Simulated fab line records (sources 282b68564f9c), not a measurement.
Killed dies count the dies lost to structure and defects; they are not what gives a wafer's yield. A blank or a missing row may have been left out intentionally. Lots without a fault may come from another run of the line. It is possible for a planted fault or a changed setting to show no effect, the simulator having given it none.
2 desks, one fault / flow ritCmos / each desk holds nothing but its own numbers, with what lay behind them at the end

TOOL OWNER'S DESK, rtpAnneal-02
The tool's own readings at RIT_SILICIDE_RTA_06 (time 10 s, ramp up 5 s, ramp down 10 s): means of the sampled wafers that have a number, for each lot that ran on this tool. Marked OUT: a lot whose mean sits more than 4 standard deviations from the usual mean, which makes it out of limits; the brackets give that distance.
Columns: A = wafer_temp_C_max at RIT_SILICIDE_RTA_06, usual 753.4
lot=L608; first seen here=day 4 05:29; A=752.5
lot=L612; first seen here=day 4 15:35; A=752.1
lot=L616; first seen here=day 5 14:06; A=752.8
lot=L618; first seen here=day 6 00:09; A=753.2
lot=L620; first seen here=day 6 12:25; A=752.1
lot=L624; first seen here=day 7 09:32; A=692.4 (-55) OUT
lot=L626; first seen here=day 8 01:57; A=692.8 (-55) OUT
Finding of this desk: L624, L626 out of limits; the first was L624 at day 7 09:32, on wafer_temp_C_max at RIT_SILICIDE_RTA_06. L608, L612, L616, L618, L620: within limits.

AT THE METROLOGY DESK
What the gauges read, lot by lot, whatever tool the lot ran on: means of the sampled wafers that have a number. Marked OUT: a lot whose mean sits more than 4 standard deviations from the usual mean, which makes it out of limits; the brackets give that distance.
Columns: A = NLDD_RS at RIT_SDANNEAL_RS_MEAS_07, usual 151.3 ohm/sq
lot=L605; first seen here=day 3 12:58; A=151.1
lot=L607; first seen here=day 3 14:58; A=152.1
lot=L608; first seen here=day 4 04:55; A=151.1
lot=L609; first seen here=day 4 09:37; A=151.6
lot=L610; first seen here=day 4 12:34; A=151.3
lot=L612; first seen here=day 4 15:01; A=150.6
lot=L613; first seen here=day 5 01:54; A=151.2
lot=L614; first seen here=day 5 07:04; A=150.7
lot=L615; first seen here=day 5 07:17; A=151.3
lot=L616; first seen here=day 5 13:31; A=151.3
lot=L618; first seen here=day 5 23:32; A=151.7
lot=L620; first seen here=day 6 11:51; A=151.8
lot=L624; first seen here=day 7 08:59; A=151.3
lot=L626; first seen here=day 8 01:22; A=150.8
This desk's finding: nothing out of limits on any of the 14 lots.

PUT TOGETHER
On L624, L626, at day 7 09:32, an alarm was possible from the tool owner's desk.
The metrology desk saw nothing out of limits.
The metrology desk holds a record of L624, L626, inside its limits.
On rtpAnneal-02, each named lot ran RIT_SILICIDE_RTA_06.

WHAT THE SIMULATOR HAD INSERTED
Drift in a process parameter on rtpAnneal-02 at RIT_SILICIDE_RTA_06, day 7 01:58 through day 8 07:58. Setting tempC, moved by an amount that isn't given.
Struck lots among those shown: L624, L626.
Each desk's first reading out of limits, in hours after the fault started: the tool owner's desk, 8.
